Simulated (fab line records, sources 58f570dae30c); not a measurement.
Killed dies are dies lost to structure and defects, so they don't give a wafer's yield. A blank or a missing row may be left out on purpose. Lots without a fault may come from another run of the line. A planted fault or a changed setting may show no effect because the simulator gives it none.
Chamber matching | flow berkeley_cmos170 | UCB170_ZERO_ETCH_06 on rie_diel-04: 4 sister chambers
The step etches SiO2 in CHF3/CF4/Ar, time 12 s. 8 wafers are shown with their chamber, then 10 later ones without.

WAFERS WITH THEIR CHAMBER
wafer  | chamber | throttle_valve_pct (%) | oes_product_au (a.u.)
L080.6 | 3       | 9.46                   | 0.620
L081.5 | 3       | 9.45                   | 0.618
L083.4 | 0       | 9.04                   | 0.616
L083.6 | 2       | 9.23                   | 0.617
L084.3 | 0       | 9.01                   | 0.617
L084.6 | 1       | 9.20                   | 0.603
L087.2 | 2       | 9.24                   | 0.620
L087.3 | 1       | 9.20                   | 0.608

WAFERS WITHOUT THEIR CHAMBER
wafer  | throttle_valve_pct (%) | oes_product_au (a.u.)
L087.6 | 9.46                   | 0.612
L088.2 | 9.45                   | 0.613
L088.3 | 9.19                   | 0.602
L088.6 | 9.25                   | 0.614
L095.1 | 9.45                   | 0.614
L095.3 | 9.20                   | 0.600
L095.4 | 9.19                   | 0.611
L097.2 | 9.02                   | 0.625
L097.4 | 9.23                   | 0.616
L097.6 | 9.45                   | 0.621

WHICH CHAMBER EACH WENT THROUGH
wafer  | from the rows above | in truth
L087.6 | 3                   | 3
L088.2 | 3                   | 3
L088.3 | 1                   | 1
L088.6 | 2                   | 2
L095.1 | 3                   | 3
L095.3 | 1                   | 1
L095.4 | 1                   | 1
L097.2 | 0                   | 0
L097.4 | 2                   | 2
L097.6 | 3                   | 3
Placed correctly: 10 of 10. Can't be placed from these rows: 0. Placed wrongly: 0.
How it was worked out, from the rows above alone: a wafer's distance from a chamber is the root of the sum, over the readings, of the square of ((its reading less the chamber's mean) divided by the reading's scatter). The wafer belongs to the nearest chamber; if the next one is less than 2 further off, it can't be placed. A chamber's mean is the mean of its shown wafers. The scatter: the root of (the sum of the squares of (reading less its chamber's mean) over the shown wafers, divided by (wafers less chambers)).
